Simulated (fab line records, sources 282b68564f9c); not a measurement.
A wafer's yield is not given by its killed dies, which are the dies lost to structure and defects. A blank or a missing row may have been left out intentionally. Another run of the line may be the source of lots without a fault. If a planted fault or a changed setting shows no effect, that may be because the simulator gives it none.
Comparing a struck lot with a sound one    flow rit_cmos    15 steps out of a route of 202
Sound: these wafers, L454.2, L454.4, L454.6. Wafers struck: L451.2, L451.4, L451.5. The cause comes at the end.
Per side, at each step with rows, come the tool, then ch with its chambers, and then its first start. Under that, the readings that differ: sound wafers    struck wafers    difference of the means    sigmas: that difference in standard deviations of wafers without a fault.
alike: a reading whose means differ by less than 2 such deviations, as well as words and numbers matching on both sides. not compared: withheld readings; readings where some wafer has no value; bounds like >300 that might hide an equal value; numbers whose values overlap and for which the record gives no deviation.
A row with sigmas, a row that says differs or no value, or rows on one side alone: a step with any of these is where the two part. When numbers do not overlap yet have no deviation, they are printed without sigmas and do not part them. A reading that every wafer of one side lacks parts them only if that side has two wafers or more.

first, 2 steps without rows for these wafers: RIT_NRETRO_PEB_04; RIT_NRETRO_DEVELOP_05 (develop time 68 s).
RIT_NRETRO_OVL_MEAS_06:
  sound on overlay-01 at day 5 18:00; struck on overlay-02 at day 5 08:04
  alike: NRETRO_OVL
then, 2 steps without rows for these wafers: RIT_NRETRO_HARDBAKE_07 (time 120 s); RIT_NRETRO_IMPLANT_08.
RIT_NRETRO_STRIP_09: strips in O2, time 180 s.
  sound on plasma_asher-04 ch 0,1, day 5 18:26; struck on plasma_asher-04 ch 0, day 5 08:30
  alike: drypump_motor_current_A
  not compared: rf_hours_counter_h
RIT_NRETRO_TW_MEAS_10:
  sound on film_metro-03 at day 5 18:37; struck on film_metro-02 at day 5 08:41
  alike: NRETRO_TW
then, 5 steps without rows for these wafers: RIT_PRETRO_HMDS_00 (prime time 60 s); RIT_PRETRO_COAT_01 (resist thk 1300 nm); RIT_PRETRO_SOFTBAKE_02 (time 60 s); RIT_PRETRO_EXPOSE_03 (exposes mask M5, target cd 43700 nm); RIT_PRETRO_PEB_04.
RIT_PRETRO_DEVELOP_05: develop time 68 s.
  sound on litho_track-03 ch 0, day 5 19:00; struck on litho_track-01 ch 0, day 5 09:00
reading               sound              struck             difference  sigmas
developer_temp_C (C)  22.85 22.82 22.87  22.26 22.37 22.23  -0.56       -5
RIT_PRETRO_OVL_MEAS_06:
  sound on overlay-02 at day 5 19:50; struck on overlay-01 at day 5 09:45
  alike: PRETRO_OVL
RIT_M1_PROBE_99:
  rows exist in the record for the sound wafers here (prober-02, day 7 00:44), none for the struck ones

WHERE THEY PART
Earliest at RIT_PRETRO_DEVELOP_05; latest, in this record, at RIT_M1_PROBE_99.

WHY: what had been put in by the simulator
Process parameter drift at RIT_PRETRO_DEVELOP_05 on litho_track-01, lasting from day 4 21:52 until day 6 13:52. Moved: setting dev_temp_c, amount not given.
